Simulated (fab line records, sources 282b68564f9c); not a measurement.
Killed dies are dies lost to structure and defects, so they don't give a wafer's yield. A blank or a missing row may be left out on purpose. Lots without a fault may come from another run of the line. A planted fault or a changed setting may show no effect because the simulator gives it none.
Problem report in the 8D (eight disciplines) form, filled by code | flow rit_cmos | the parts of the form that need people (team, actions taken, sign-off) are left out

1. THE PROBLEM
M1_AL_RS at RIT_M1_RS_MEAS_01 reads a mean of 0.0439 ohm/sq on 1 wafer of 1 lot; wafers without a fault read 0.0731 ohm/sq with a standard deviation of 0.0011. That is -27 standard deviations from the usual mean.
The step: measures by four-point-probe.
First seen on wafer L305.5, day 6 19:08, on film_metro-01. The record holds 39 wafers of 13 lots with a number at this step. Rule for "out", or "out of limits": more than 4 standard deviations from the usual mean. The other wafers with a number count as sound.

2. WHAT IT IS AND WHAT IT IS NOT
question                    | is               | is not
which readings at this step | M1_AL_RS         | -
which lots                  | L305             | L290, L291, L292, L293, L294, L295, L297, L298, L307, L308, L310, L311
which wafers of those lots  | L305.5           | L305.1, L305.4
read on which gauges        | film_metro-01    | film_metro-03, film_metro-04
when                        | from day 6 19:08 | up to then (26 sound wafers); but 12 sound wafers of L307, L308, L310, L311 came after

3. SUSPECTS, AND WHAT RULES EACH OUT
Counting: a tool at a process step up to the reading stays a suspect if it ran every lot that is out. Sound lots after the first of them don't rule it out here, since some wafers of a struck lot are sound.
- the gauge at RIT_M1_RS_MEAS_01: ruled out. All the wafers that are out were read on film_metro-01, but those of them that RIT_M1_METAL_ETCH_12 has rows for are out there too, on other tools.
- pvd_sputter-02 at RIT_M1_SPUTTER_00 (material Al, target thk 400 nm, time 500 s): kept. It ran the lot that is out, L305 (day 6 18:50); its last sound lot up to then is L298 (day 5 07:12).
Left after counting: pvd_sputter-02 at RIT_M1_SPUTTER_00.

4. THE CAUSE (what the simulator had put in)
Process parameter drift: pvd_sputter-02, from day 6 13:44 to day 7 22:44, at RIT_M1_SPUTTER_00. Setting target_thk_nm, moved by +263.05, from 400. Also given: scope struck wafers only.
Counting left only this tool.

5. THE CHAIN OF EFFECTS, in route order
Each row: a reading whose mean over the struck wafers that have a number lies more than 3 standard deviations from the usual. Only readings for which the record gives a usual standard deviation are gone through. hours: the time from each lot's start at the first step in this table that gives one to its start at this step, as a median over the lots. sigmas: the change in usual standard deviations.
hours | step                 | reading              | usual         | on struck wafers | change  | sigmas
0     | RIT_M1_RS_MEAS_01    | M1_AL_RS             | 0.0731 ohm/sq | 0.0439           | -0.0292 | -27
0     | RIT_M1_THK_MEAS_02   | M1_AL_THK            | 398 nm        | 657              | +259    | +39
2     | RIT_M1_METAL_ETCH_12 | oes_product_au       | 0.776 a.u.    | 0.976            | +0.200  | +13
4     | RIT_M1_PROBE_99      | defect_limited_yield | 97.6 %        | 0.0              | -97.6   | -89
4     | RIT_M1_PROBE_99      | killed_at_M0_to_M3   | 0.0           | 260.0            | +260.0  | +99 or more
4     | RIT_M1_PROBE_99      | killed_at_contacts   | 0.1           | 1.0              | +0.9    | +3.6
4     | RIT_M1_PROBE_99      | killed_dies          | 6.4           | 264.0            | +257.6  | +92
4     | RIT_M1_PROBE_99      | killed_on_rim        | 1.7           | 70.0             | +68.3   | +49
4     | RIT_M1_PROBE_99      | sort_bin_5_function  | 1.4 %         | 99.2             | +97.8   | +99 or more
4     | RIT_M1_PROBE_99      | sort_n_pass          | 257.6         | 0.0              | -257.6  | -92
4     | RIT_M1_PROBE_99      | sort_yield_pct       | 97.6 %        | 0.0              | -97.6   | -89
The process steps in it:
- RIT_M1_METAL_ETCH_12: etches Al in Cl2/BCl3, stops on SiO2, time 165 s, target depth 600 nm.
- RIT_M1_PROBE_99

6. WHAT WOULD HAVE CAUGHT IT SOONER
In this record the first reading out of limits at a measuring or inspecting step was taken at day 6 19:08, 5 hours after the fault began at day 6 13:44.
Of the tool readings at RIT_M1_SPUTTER_00 for which the record gives a usual standard deviation, none was out on any struck wafer, so an alarm limit of 4 standard deviations on them would not have fired.
All the lots that are out (1) had begun RIT_M1_SPUTTER_00 on pvd_sputter-02 by day 6 19:08. A hold on the tool at that time would have spared none of them.
